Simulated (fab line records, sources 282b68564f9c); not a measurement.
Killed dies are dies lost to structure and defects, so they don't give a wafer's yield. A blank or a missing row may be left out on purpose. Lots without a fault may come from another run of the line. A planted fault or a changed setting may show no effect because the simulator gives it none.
A struck lot beside a sound one | flow rit_cmos | 44 steps out of a route of 202
Sound: wafers L443.1, L443.3, L443.5. Struck: wafer L457.2. (L457.1, L457.6 of the same lot were not struck and are left out.) The cause comes at the end.
At each step with rows: each side's tool, then ch and its chambers, then its first start. Under that, the readings that differ: sound wafers | struck wafers | difference of the means | sigmas: that difference in standard deviations of wafers without a fault.
alike: readings whose means differ by less than 2 such deviations, and words and numbers that are the same on both sides. not compared: withheld readings, readings that some wafer has no value for, bounds like >300 that may hide the same value, and numbers for which the record gives no deviation and whose values overlap.
The two part at a step that has a row with sigmas, a row that says differs or no value, or rows on one side only. Numbers that don't overlap but have no deviation are shown without sigmas and don't part them. A reading that every wafer of one side lacks parts them only if that side has two wafers or more.

first, 2 steps without rows for these wafers: RIT_PLDD_PEB_04; RIT_PLDD_DEVELOP_05 (develop time 50 s).
RIT_PLDD_OVL_MEAS_06:
  sound on overlay-02, day 3 07:46; struck on overlay-01, day 6 07:12
  alike: PLDD_OVL
then, 2 steps without rows for these wafers: RIT_PLDD_HARDBAKE_07 (time 60 s); RIT_PLDD_IMPLANT_08.
RIT_PLDD_STRIP_09: strips in O2, time 180 s.
  sound on plasma_asher-03 ch 0,1, day 3 08:07; struck on plasma_asher-02 ch 0, day 6 07:32
  reading                     | sound       | struck | difference | sigmas
  drypump_motor_current_A (A) | 5.6 5.6 5.5 | 6.8    | +1.2       | +3
  not compared: rf_hours_counter_h
RIT_PLDD_TW_MEAS_10:
  sound on film_metro-02, day 3 08:17; struck on film_metro-01, day 6 07:43
  alike: PLDD_TW
then, 4 steps without rows for these wafers: RIT_SPACER_CLEAN_00 (cleans in SC1, time 600 s); RIT_SPACER_CLEAN_01 (cleans in dHF, time 30 s); RIT_SPACER_CLEAN_02 (cleans in SC2, time 600 s); RIT_SPACER_CVD_03 (deposits Si3N4 from SiH2Cl2/NH3, target thk 250 nm, time 3173 s).
RIT_SPACER_THK_MEAS_04:
  sound on film_metro-03, day 3 10:37; struck on film_metro-02, day 6 10:42
  alike: SPACER_NITRIDE_THK
RIT_SPACER_ETCHBACK_05: etches Si3N4 in SF6/CHF3, stops on SiO2, target depth 250 nm, time 240 s.
  sound on rie_diel-02 ch 0,1, day 3 10:41; struck on rie_diel-01 ch 3, day 6 10:46
  reading                                     | sound             | struck | difference | sigmas
  rf_fwd_power_W (W)                          | 248.3 249.1 249.5 | 348.5  | +99.5      | +99 or more
  model.poly-Si_of_GATE_CVD_08.thk_nm (nm)    | 164.7 166.7 165.9 | 152.8  | -13.0      |
  model.Si3N4_of_SPACER_CVD_03.thk_nm (nm)    | 186.4 186.9 188.3 | 180.2  | -7.0       |
  model.SiO2_of_FOX2_OXIDATION_00.thk_nm (nm) | 184.2 186.4 184.2 | 175.2  | -9.7       |
  alike: drypump_motor_current_A, oes_product_au, throttle_valve_pct
  not compared: rf_hours_counter_h
then, 6 steps without rows for these wafers: RIT_NSD_HMDS_00 (prime time 60 s); RIT_NSD_COAT_01 (resist thk 1000 nm); RIT_NSD_SOFTBAKE_02 (time 60 s); RIT_NSD_EXPOSE_03 (exposes mask M9, target cd 40700 nm); RIT_NSD_PEB_04; RIT_NSD_DEVELOP_05 (develop time 50 s).
RIT_NSD_OVL_MEAS_06:
  sound on overlay-01, day 3 11:41; struck on overlay-02, day 6 11:46
  alike: NSD_OVL
then, 2 steps without rows for these wafers: RIT_NSD_HARDBAKE_07 (time 60 s); RIT_NSD_IMPLANT_08.
RIT_NSD_STRIP_09: strips in O2, time 180 s.
  sound on plasma_asher-03 ch 0,1, day 3 12:01; struck on plasma_asher-04 ch 1, day 6 12:05
  alike: drypump_motor_current_A
  not compared: rf_hours_counter_h
RIT_NSD_TW_MEAS_10:
  sound on film_metro-04, day 3 12:12; struck on film_metro-01, day 6 12:16
  reading | sound          | struck | difference | sigmas
  NSD_TW  | 3166 3167 3195 | 3102   | -74        | -3
then, 6 steps without rows for these wafers: RIT_PSD_HMDS_00 (prime time 60 s); RIT_PSD_COAT_01 (resist thk 1000 nm); RIT_PSD_SOFTBAKE_02 (time 60 s); RIT_PSD_EXPOSE_03 (exposes mask M10, target cd 40900 nm); RIT_PSD_PEB_04; RIT_PSD_DEVELOP_05 (develop time 50 s).
RIT_PSD_OVL_MEAS_06:
  sound on overlay-01, day 3 13:14; struck on overlay-02, day 6 13:11
  alike: PSD_OVL
then, 2 steps without rows for these wafers: RIT_PSD_HARDBAKE_07 (time 60 s); RIT_PSD_IMPLANT_08.
RIT_PSD_STRIP_09: strips in O2, time 180 s.
  sound on plasma_asher-03 ch 0,1, day 3 13:34; struck on plasma_asher-04 ch 1, day 6 13:31
  alike: drypump_motor_current_A
  not compared: rf_hours_counter_h
RIT_PSD_TW_MEAS_10:
  sound on film_metro-01, day 3 13:44; struck on film_metro-04, day 6 13:41
  alike: PSD_TW
then, 2 steps without rows for these wafers: RIT_SDANNEAL_CLEAN_00 (cleans in SC1, time 600 s); RIT_SDANNEAL_CLEAN_01 (cleans in dHF, time 30 s).
RIT_SDANNEAL_CLEAN_02: cleans in SC2, time 600 s.
  sound on wet_bench-01 ch 3, day 3 13:59; struck on wet_bench-02 ch 0, day 6 14:07
  reading                                  | sound             | struck | difference | sigmas
  model.poly-Si_of_GATE_CVD_08.thk_nm (nm) | 160.3 162.3 161.4 | 148.4  | -12.9      |
RIT_SDANNEAL_RTA_03: time 5 s.
  sound on rtp_anneal-01 ch 0, day 3 14:10; struck on rtp_anneal-01 ch 0, day 6 14:28
  alike: ramp_up_c_per_s, wafer_temp_C_max
RIT_SDANNEAL_RS_MEAS_04: measures by four-point-probe.
  sound on film_metro-04, day 3 14:14; struck on film_metro-02, day 6 14:32
  alike: PSD_RS
RIT_SDANNEAL_RS_MEAS_05: measures by four-point-probe.
  sound on film_metro-04, day 3 14:21; struck on film_metro-02, day 6 14:39
  alike: NSD_RS
RIT_SDANNEAL_RS_MEAS_06: measures by four-point-probe.
  sound on film_metro-04, day 3 14:28; struck on film_metro-02, day 6 14:46
  alike: PLDD_RS
RIT_SILICIDE_WET_ETCH_00: etches SiO2 in BOE, target depth 14 nm, time 15 s.
  sound on wet_bench-04 ch 1, day 3 14:43; struck on wet_bench-03 ch 1, day 6 15:01
  reading                                     | sound             | struck | difference | sigmas
  model.Si3N4_of_SPACER_CVD_03.thk_nm (nm)    | 185.2 185.7 187.2 | 179    | -7         |
  model.SiO2_of_FOX2_OXIDATION_00.thk_nm (nm) | 155.7 158 155.6   | 146.7  | -9.7       |
RIT_M1_PROBE_99:
  sound on prober-01, day 3 21:40; struck on prober-01, day 6 22:36
  alike: killed_at_front_end, killed_dies, killed_open, killed_short

WHERE THEY PART
First at RIT_PLDD_STRIP_09; last, within this record, at RIT_NSD_TW_MEAS_10. Later steps at which nothing parts them and some readings are alike: RIT_PSD_OVL_MEAS_06, RIT_PSD_STRIP_09, RIT_PSD_TW_MEAS_10, RIT_SDANNEAL_RTA_03, RIT_SDANNEAL_RS_MEAS_04, RIT_SDANNEAL_RS_MEAS_05, RIT_SDANNEAL_RS_MEAS_06, RIT_M1_PROBE_99.

WHY: what the simulator had put in
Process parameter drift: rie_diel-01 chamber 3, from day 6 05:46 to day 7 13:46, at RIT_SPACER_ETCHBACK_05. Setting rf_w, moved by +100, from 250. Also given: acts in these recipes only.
